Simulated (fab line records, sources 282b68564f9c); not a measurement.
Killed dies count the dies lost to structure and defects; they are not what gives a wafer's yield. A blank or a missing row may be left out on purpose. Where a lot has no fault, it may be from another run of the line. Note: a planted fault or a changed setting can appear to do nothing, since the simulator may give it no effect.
fab line records    flow ritCmos
record: lots: 14  wafers: 41  lastDay: 7
route steps=202 shown M1@196
lots that met no fault: from a run of the same line without faults
startH: hours from the record's opening day to when the first of the lot's shown wafers began    waitH: hours from the lot's prior step to this one    " same as the row above    L1.1+2: a row that stands for several wafers    - either no value or no given start    * or withheld: withheld    < > ~ a bound
route shown NAME@n: a module of which the file shows steps, and the number in the route of the first    usual: mean/standard deviation taken from wafers without a fault    same: alike in all rows    chamber/n: place in a boat    sites: each site's reading    _std_site: standard deviation of those values    _edge_site: outer sites' mean less inner sites'    radiusMm: for every site, how far away it sits from the centre of the wafer    mask NAME#n: copy n    behind: tool/chamber where the wafer was last shaped    hold: the reason the lot was held/the length of the hold in hours/how it ended    device: transistor that didn't switch, given as n, p or np    end of line: the tests these same wafers got at the end of their route    where a step has no rows: the recipe by itself    killed: dies that structure and defects cost at the first sort, which is not the same as the wafer's yield    map: a wafer's dies, marking killed ones x, the rest . and places with no die _
set.NAME: the setting as run; set.NAME@STEP: as run at that earlier step    model.NAME: the simulator's own value behind a step, which no gauge read
steps of the route over a sample of lots; a table a step, a row a wafer
services: a tool's chamber out of use, with start hour (startH, from the record's first day; less than 0 if before it), hours out, and reason
== steps ==
step: RIT_M1_METAL_ETCH_12
recipe: stopOn: SiO2  chemistry: Cl2/BCl3  target: Al  timeS: 165  overEtchFrac: 0.5  pressureMtorr: 100  targetDepthA: 6000  rfW: 250  Cl2_flow_sccm: 60  bcl3FlowSccm: 50
usual: drypumpMotorCurrentA: 5.7/0.48  oesProductAu: 0.783/0.011  rfFwdPowerW: 249.2/0.79  throttleValvePct: 8.25/0.087
lot.wafer  tool         chamber  startH  waitH  drypumpMotorCurrentA  oesProductAu  rfFwdPowerW  rfHoursCounterH  throttleValvePct
L432.2     rieMetal-04  0        60.86   0.2    5.4                   0.757         250.0        2.3              8.52
L432.5     "            1        "       "      5.9                   0.801         248.8        -                8.28
L432.6     "            0        "       "      5.4                   0.745         248.5        -                8.52
L433.1     rieMetal-03  0        64.65   0.2    5.8                   0.782         249.6        0.6              8.10
L433.2     "            1        "       "      6.3                   0.785         247.9        0.6              8.25
L433.6     "            0        "       "      5.8                   0.781         251.0        -                8.10
L434.2     rieMetal-01  0        69.98   0.2    5.5                   0.781         249.6        4.3              8.29
L434.4     "            1        "       "      4.9                   0.795         248.8        -                8.17
L434.5     "            0        "       "      5.5                   0.777         248.6        -                8.27
L435.2     rieMetal-04  1        73.67   0.2    5.9                   0.786         249.1        2.5              8.28
L435.4     "            0        "       "      5.4                   0.759         250.3        -                8.52
L435.6     "            1        "       "      5.9                   0.790         249.5        -                8.29
L436.1     rieMetal-03  1        80.71   0.2    6.4                   0.802         250.1        0.7              8.26
L436.4     "            1        "       "      6.3                   0.801         248.6        -                8.25
L436.6     "            1        "       "      6.3                   0.798         248.8        -                8.23
L437.1     rieMetal-01  1        85.96   0.2    4.9                   0.790         250.1        4.1              8.18
L437.3     "            0        "       "      5.5                   0.771         248.4        -                8.24
L437.6     "            0        "       "      5.4                   0.775         248.7        -                8.23
L438.3     rieMetal-04  1        89.59   0.2    5.9                   0.790         249.5        -                8.29
L438.4     "            0        "       "      5.4                   0.744         249.2        -                8.52
L438.6     "            1        "       "      5.9                   0.773         248.6        -                8.30
L439.2     rieMetal-03  1        94.61   0.2    6.4                   0.798         249.0        -                8.25
L439.5     "            1        "       "      6.4                   0.791         249.3        -                8.24
L439.6     "            1        "       "      6.3                   0.796         248.9        -                8.25
L441.1     rieMetal-04  1        107.68  0.2    5.9                   0.774         250.3        2.9              8.28
L441.2     "            1        "       "      5.9                   0.789         249.4        -                8.30
L441.3     "            1        "       "      5.9                   0.785         250.0        -                8.29
L444.1     rieMetal-04  1        119.41  0.2    5.9                   0.773         248.2        3.2              8.27
L444.5     "            1        "       "      5.9                   0.770         249.0        -                8.27
L444.6     "            1        "       "      5.9                   0.780         249.3        -                8.29
L445.2     rieMetal-03  1        122.26  0.2    6.3                   0.789         250.3        -                8.26
L445.3     "            1        "       "      6.3                   0.788         248.8        -                8.24
L445.4     "            1        "       "      6.3                   0.793         249.6        -                8.24
L451.4     rieMetal-03  1        151.53  0.1    6.3                   0.790         220.7        -                8.24
L451.6     "            0        "       "      5.8                   0.784         219.8        -                8.11
L454.2     rieMetal-03  1        169.55  0.2    6.4                   0.790         220.0        2.3              8.25
L454.4     "            1        "       "      6.3                   0.787         218.8        -                8.25
L454.6     "            0        "       "      5.8                   0.774         218.0        -                8.11
L455.1     rieMetal-01  0        171.00  0.2    5.5                   0.791         248.5        5.6              8.26
L455.4     "            1        "       "      4.9                   0.789         250.1        -                8.18
L455.5     "            1        "       "      4.9                   0.790         248.8        -                8.20
step: RIT_M1_PROBE_99
usual: defectLimitedYield: 97.3/1  killed_at_M0_to_M3: 0.0/0.12  killedAtContacts: 0.0/0.16  killedAtFrontEnd: 7.1/2.7  killedDies: 7.2/2.7  killedOpen: 3.5/1.9  killedShort: 3.6/1.9  sort_bin_3_pad_short: 0.1/0.21  sort_bin_5_function: 1.6/0.73  sort_bin_6_memory: 1.0/0.64  sortNPass: 256.8/2.7  sortYieldPct: 97.3/1
same: grossDies: 264  killed_at_M4_up: 0  killedAtBackSide: 0  killedAtOther: 0
lot.wafer  tool       chamber  startH  waitH  defectLimitedYield[%]  killed_at_M0_to_M3  killedAtContacts  killedAtFrontEnd  killedDies  killedOpen  killedShort  sort_bin_3_pad_short[%]  sort_bin_5_function[%]  sort_bin_6_memory[%]  sortNPass  sortYieldPct[%]
L432.2     prober-02  -        63.39   0.1    97.0                   0                   0                 8                 8           4           4            0                        1.9                     1.1                   256.0      97.0
L432.5     prober-02  -        63.54   0.2    96.6                   0                   0                 9                 9           4           5            0                        2.3                     1.1                   255.0      96.6
L432.6     prober-02  -        63.59   0.2    97.3                   0                   0                 7                 7           4           3            0                        1.5                     1.1                   257.0      97.3
L433.1     prober-01  -        66.90   0.1    97.0                   0                   0                 8                 8           3           5            0.4                      0.8                     1.9                   256.0      97.0
L433.2     prober-01  -        66.95   0.1    95.5                   0                   0                 12                12          4           8            0.4                      2.3                     1.9                   252.0      95.5
L433.6     prober-01  -        67.15   0.2    98.1                   0                   0                 5                 5           2           3            0                        1.1                     0.8                   259.0      98.1
L434.2     prober-02  -        72.28   0.1    97.7                   0                   0                 6                 6           3           3            0                        1.1                     1.1                   258.0      97.7
L434.4     prober-02  -        72.38   0.2    97.3                   0                   1                 6                 7           4           3            0                        1.5                     1.1                   257.0      97.3
L434.5     prober-02  -        72.43   0.2    97.3                   0                   0                 7                 7           6           1            0                        2.3                     0.4                   257.0      97.3
L435.2     prober-01  -        75.97   0.1    95.1                   0                   0                 13                13          7           6            0                        3.0                     1.9                   251.0      95.1
L435.4     prober-01  -        76.07   0.2    97.3                   0                   0                 7                 7           6           1            0                        0.8                     1.9                   257.0      97.3
L435.6     prober-01  -        76.17   0.2    96.2                   0                   0                 10                10          7           3            0                        2.3                     1.5                   254.0      96.2
L436.1     prober-02  -        82.96   0.1    96.2                   0                   0                 10                10          5           5            0                        2.3                     1.5                   254.0      96.2
L436.4     prober-02  -        83.11   0.2    96.6                   0                   0                 9                 9           7           2            0                        2.3                     1.1                   255.0      96.6
L436.6     prober-02  -        83.21   0.2    97.0                   0                   0                 8                 8           2           6            0                        1.9                     1.1                   256.0      97.0
L437.1     prober-01  -        88.21   0.1    98.1                   0                   0                 5                 5           4           1            0                        1.5                     0.4                   259.0      98.1
L437.3     prober-01  -        88.31   0.2    97.7                   0                   0                 6                 6           6           0            0                        1.1                     1.1                   258.0      97.7
L437.6     prober-01  -        88.46   0.2    96.2                   0                   0                 10                10          1           9            0                        3.0                     0.8                   254.0      96.2
L438.3     prober-02  -        91.89   0.2    96.2                   1                   0                 9                 10          3           6            0.4                      1.9                     1.5                   254.0      96.2
L438.4     prober-02  -        91.94   0.2    98.1                   0                   0                 5                 5           3           2            0                        1.1                     0.8                   259.0      98.1
L438.6     prober-02  -        92.04   0.2    96.6                   0                   0                 9                 9           3           6            0                        1.9                     1.5                   255.0      96.6
L439.2     prober-01  -        97.02   0.1    96.2                   0                   0                 10                10          5           5            0                        3.4                     0.4                   254.0      96.2
L439.5     prober-01  -        97.17   0.2    97.0                   0                   0                 8                 8           4           4            0                        1.9                     1.1                   256.0      97.0
L439.6     prober-01  -        97.22   0.2    98.1                   0                   0                 5                 5           3           2            0                        1.1                     0.8                   259.0      98.1
L441.1     prober-01  -        110.09  0.1    97.3                   0                   0                 7                 7           2           5            0.8                      0.8                     1.1                   257.0      97.3
L441.2     prober-01  -        110.14  0.1    96.6                   0                   0                 9                 9           5           4            0                        2.7                     0.8                   255.0      96.6
L441.3     prober-01  -        110.19  0.2    97.3                   0                   0                 7                 7           2           5            0                        1.9                     0.8                   257.0      97.3
L444.1     prober-02  -        121.84  0.1    97.7                   0                   0                 6                 6           2           4            0                        1.1                     1.1                   258.0      97.7
L444.5     prober-02  -        122.04  0.2    98.5                   0                   0                 4                 4           2           2            0                        1.1                     0.4                   260.0      98.5
L444.6     prober-02  -        122.09  0.2    97.0                   0                   0                 8                 8           5           3            0                        1.5                     1.5                   256.0      97.0
L445.2     prober-01  -        124.67  0.1    98.9                   0                   0                 3                 3           2           1            0                        0.8                     0.4                   261.0      98.9
L445.3     prober-01  -        124.72  0.2    97.3                   0                   0                 7                 7           3           4            0.4                      1.9                     0.4                   257.0      97.3
L445.4     prober-01  -        124.77  0.2    97.0                   0                   0                 8                 8           6           2            0.4                      2.7                     0                     256.0      97.0
L451.4     prober-01  -        153.90  0.2    97.7                   0                   0                 6                 6           3           2            0.4                      1.9                     0                     258.0      97.7
L451.6     prober-01  -        154.00  0.2    96.2                   0                   0                 10                10          6           4            0.4                      1.5                     1.9                   254.0      96.2
L454.2     prober-02  -        171.87  0.1    98.5                   0                   0                 4                 4           3           1            0                        1.1                     0.4                   260.0      98.5
L454.4     prober-02  -        171.97  0.2    98.5                   0                   0                 4                 4           2           2            0                        1.5                     0                     260.0      98.5
L454.6     prober-02  -        172.07  0.2    97.7                   0                   0                 6                 6           3           3            0                        1.5                     0.8                   258.0      97.7
L455.1     prober-01  -        173.32  0.1    94.7                   0                   0                 14                14          8           6            0                        3.0                     2.3                   250.0      94.7
L455.4     prober-01  -        173.47  0.2    98.1                   0                   0                 5                 5           2           3            0                        1.5                     0.4                   259.0      98.1
L455.5     prober-01  -        173.52  0.2    97.7                   0                   0                 6                 6           2           4            0                        1.1                     1.1                   258.0      97.7
killed by level:class
L432.2 GATE:geometricParticle:short=2 SPACER:geometricParticle:open=2 SILICIDE:geometricParticle:open=2 FOX2:geometricParticle:short=1 SPACER:geometricParticle:short=1
L432.5 GATE:geometricParticle:short=2 REOX:geometricParticle:open=2 FOX2:geometricParticle:short=1 GATE:geometricParticle:open=1 SPACER:geometricParticle:open=1 SPACER:geometricParticle:short=1 SILICIDE:geometricParticle:short=1
L432.6 GATE:geometricParticle:open=2 SPACER:geometricParticle:short=2 ACTIVE:geometricParticle:short=1 FOX2:geometricParticle:open=1 SILICIDE:geometricParticle:open=1
L433.1 SILICIDE:geometricParticle:short=2 FOX2:geometricParticle:short=1 GATE:geometricParticle:open=1 REOX:geometricParticle:short=1 SPACER:geometricParticle:short=1 SPACER:geometricParticle:open=1 SILICIDE:geometricParticle:open=1
L433.2 SPACER:geometricParticle:short=4 REOX:geometricParticle:short=2 FOX1:geometricParticle:short=1 FOX1:geometricParticle:open=1 GATE:geometricParticle:short=1 GATE:geometricParticle:open=1 REOX:geometricParticle:open=1 SILICIDE:geometricParticle:open=1
L433.6 FOX2:geometricParticle:open=1 GATE:geometricParticle:short=1 GATE:geometricParticle:open=1 SPACER:geometricParticle:short=1 SILICIDE:geometricParticle:short=1
L434.2 GATE:geometricParticle:open=3 GATE:geometricParticle:short=3
L434.4 FOX1:geometricParticle:short=2 GATE:geometricParticle:open=2 FOX1:geometricParticle:open=1 SPACER:geometricParticle:open=1 CONTACT:geometricParticle:short=1
L434.5 REOX:geometricParticle:open=3 FOX1:geometricParticle:open=1 GATE:geometricParticle:open=1 GATE:geometricParticle:short=1 SILICIDE:geometricParticle:open=1
L435.2 SPACER:geometricParticle:open=3 FOX1:geometricParticle:short=2 GATE:geometricParticle:short=2 REOX:geometricParticle:open=2 FOX2:geometricParticle:open=1 GATE:geometricParticle:open=1 SPACER:geometricParticle:short=1 SILICIDE:geometricParticle:short=1
L435.4 REOX:geometricParticle:open=3 GATE:geometricParticle:open=2 REOX:geometricParticle:short=1 SPACER:geometricParticle:open=1
L435.6 GATE:geometricParticle:open=2 SPACER:geometricParticle:open=2 FOX1:geometricParticle:open=1 FOX2:geometricParticle:short=1 FOX2:geometricParticle:open=1 REOX:geometricParticle:open=1 SPACER:geometricParticle:short=1 SILICIDE:geometricParticle:short=1
L436.1 GATE:geometricParticle:short=2 FOX1:geometricParticle:open=1 FOX1:geometricParticle:short=1 FOX2:geometricParticle:open=1 FOX2:geometricParticle:short=1 GATE:geometricParticle:open=1 REOX:geometricParticle:open=1 SPACER:geometricParticle:short=1
L436.4 SPACER:geometricParticle:open=2 SILICIDE:geometricParticle:open=2 FOX1:geometricParticle:open=1 FOX2:geometricParticle:open=1 GATE:geometricParticle:open=1 GATE:geometricParticle:short=1 SPACER:geometricParticle:short=1
L436.6 GATE:geometricParticle:short=3 SILICIDE:geometricParticle:short=2 FOX2:geometricParticle:open=1 GATE:geometricParticle:open=1 SPACER:geometricParticle:short=1
L437.1 REOX:geometricParticle:open=2 FOX2:geometricParticle:open=1 GATE:geometricParticle:open=1 GATE:geometricParticle:short=1
L437.3 GATE:geometricParticle:open=3 FOX2:geometricParticle:open=1 REOX:geometricParticle:open=1 SPACER:geometricParticle:open=1
L437.6 GATE:geometricParticle:short=4 SPACER:geometricParticle:short=2 ACTIVE:geometricParticle:short=1 FOX1:geometricParticle:short=1 GATE:geometricParticle:open=1 REOX:geometricParticle:short=1
L438.3 FOX1:geometricParticle:open=2 REOX:geometricParticle:short=2 ACTIVE:geometricParticle:short=1 FOX2:geometricParticle:short=1 GATE:geometricParticle:short=1 SPACER:geometricParticle:short=1 SILICIDE:geometricParticle:open=1 M1:coatMicrobubblePrinted=1
L438.4 SILICIDE:geometricParticle:open=2 FOX1:geometricParticle:short=1 SPACER:geometricParticle:open=1 SPACER:geometricParticle:short=1
L438.6 GATE:geometricParticle:short=2 FOX1:geometricParticle:open=1 FOX1:geometricParticle:short=1 FOX2:geometricParticle:open=1 FOX2:geometricParticle:short=1 GATE:geometricParticle:open=1 SPACER:geometricParticle:short=1 SILICIDE:geometricParticle:short=1
L439.2 GATE:geometricParticle:short=3 GATE:geometricParticle:open=2 FOX1:geometricParticle:open=1 FOX1:geometricParticle:short=1 FOX2:geometricParticle:open=1 SILICIDE:geometricParticle:open=1 SILICIDE:geometricParticle:short=1
L439.5 FOX1:geometricParticle:short=2 REOX:geometricParticle:open=2 SILICIDE:geometricParticle:short=2 FOX2:geometricParticle:open=1 SILICIDE:geometricParticle:open=1
L439.6 GATE:geometricParticle:open=2 FOX2:geometricParticle:short=1 GATE:geometricParticle:short=1 SILICIDE:geometricParticle:open=1
L441.1 SILICIDE:geometricParticle:short=3 GATE:geometricParticle:short=2 GATE:geometricParticle:open=1 REOX:geometricParticle:open=1
L441.2 GATE:geometricParticle:short=2 GATE:geometricParticle:open=2 REOX:geometricParticle:open=2 SPACER:geometricParticle:short=2 FOX2:geometricParticle:open=1
L441.3 GATE:geometricParticle:short=2 GATE:geometricParticle:open=2 REOX:geometricParticle:short=1 SPACER:geometricParticle:short=1 SILICIDE:geometricParticle:short=1
L444.1 GATE:geometricParticle:short=2 REOX:geometricParticle:short=2 FOX1:geometricParticle:open=1 REOX:geometricParticle:open=1
L444.5 FOX1:geometricParticle:open=2 FOX1:geometricParticle:short=1 GATE:geometricParticle:short=1
L444.6 GATE:geometricParticle:open=3 FOX1:geometricParticle:short=2 SILICIDE:geometricParticle:open=2 GATE:geometricParticle:short=1
L445.2 FOX1:geometricParticle:short=1 REOX:geometricParticle:open=1 SPACER:geometricParticle:open=1
L445.3 FOX2:geometricParticle:short=2 FOX1:geometricParticle:open=1 FOX1:geometricParticle:short=1 FOX2:geometricParticle:open=1 GATE:geometricParticle:short=1 REOX:geometricParticle:open=1
L445.4 SPACER:geometricParticle:open=4 FOX1:geometricParticle:short=1 FOX1:geometricParticle:open=1 FOX2:geometricParticle:short=1 GATE:geometricParticle:open=1
L451.4 FOX1:geometricParticle:open=2 FOX1:geometricParticle:short=1 GATE:geometricParticle:short=1 GATE:geometricParticle:open=1 NWELL:coatMicrobubblePrinted=1
L451.6 GATE:geometricParticle:open=4 FOX1:geometricParticle:open=2 GATE:geometricParticle:short=2 FOX1:geometricParticle:short=1 SILICIDE:geometricParticle:short=1
L454.2 GATE:geometricParticle:open=1 GATE:geometricParticle:short=1 REOX:geometricParticle:open=1 SPACER:geometricParticle:open=1
L454.4 REOX:geometricParticle:short=2 FOX1:geometricParticle:open=1 GATE:geometricParticle:open=1
L454.6 GATE:geometricParticle:open=2 FOX1:geometricParticle:short=1 GATE:geometricParticle:short=1 REOX:geometricParticle:open=1 REOX:geometricParticle:short=1
L455.1 REOX:geometricParticle:open=6 REOX:geometricParticle:short=2 SPACER:geometricParticle:short=2 SILICIDE:geometricParticle:short=2 FOX2:geometricParticle:open=1 GATE:geometricParticle:open=1
L455.4 SILICIDE:geometricParticle:short=2 GATE:geometricParticle:short=1 SPACER:geometricParticle:open=1 SILICIDE:geometricParticle:open=1
L455.5 FOX1:geometricParticle:short=1 FOX2:geometricParticle:open=1 GATE:geometricParticle:short=1 REOX:geometricParticle:short=1 SPACER:geometricParticle:short=1 SILICIDE:geometricParticle:open=1
== services ==
tool         chamber  startH  hours  kind
rieMetal-04  -        80.68   1.9    repair
rieMetal-03  0        93.84   10.0   repair
rieMetal-03  0        108.50  14.3   repair
== key ==
firstSign: step: RIT_M1_METAL_ETCH_12  reading: rfFwdPowerW  direction: down  sigmas: 38  usual: 249.2  struck: 219.5
effect none on later readings
metAt RIT_M1_METAL_ETCH_12
struckLots L451,L454
onsetBetween 122.26 151.53
fault: kind: processParameterDrift  tool: rieMetal-03  chamber: -  onsetH: 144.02  steps: RIT_M1_METAL_ETCH_12  channel: rfW  offset: -30  shape: step  endH: 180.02  stated: 250
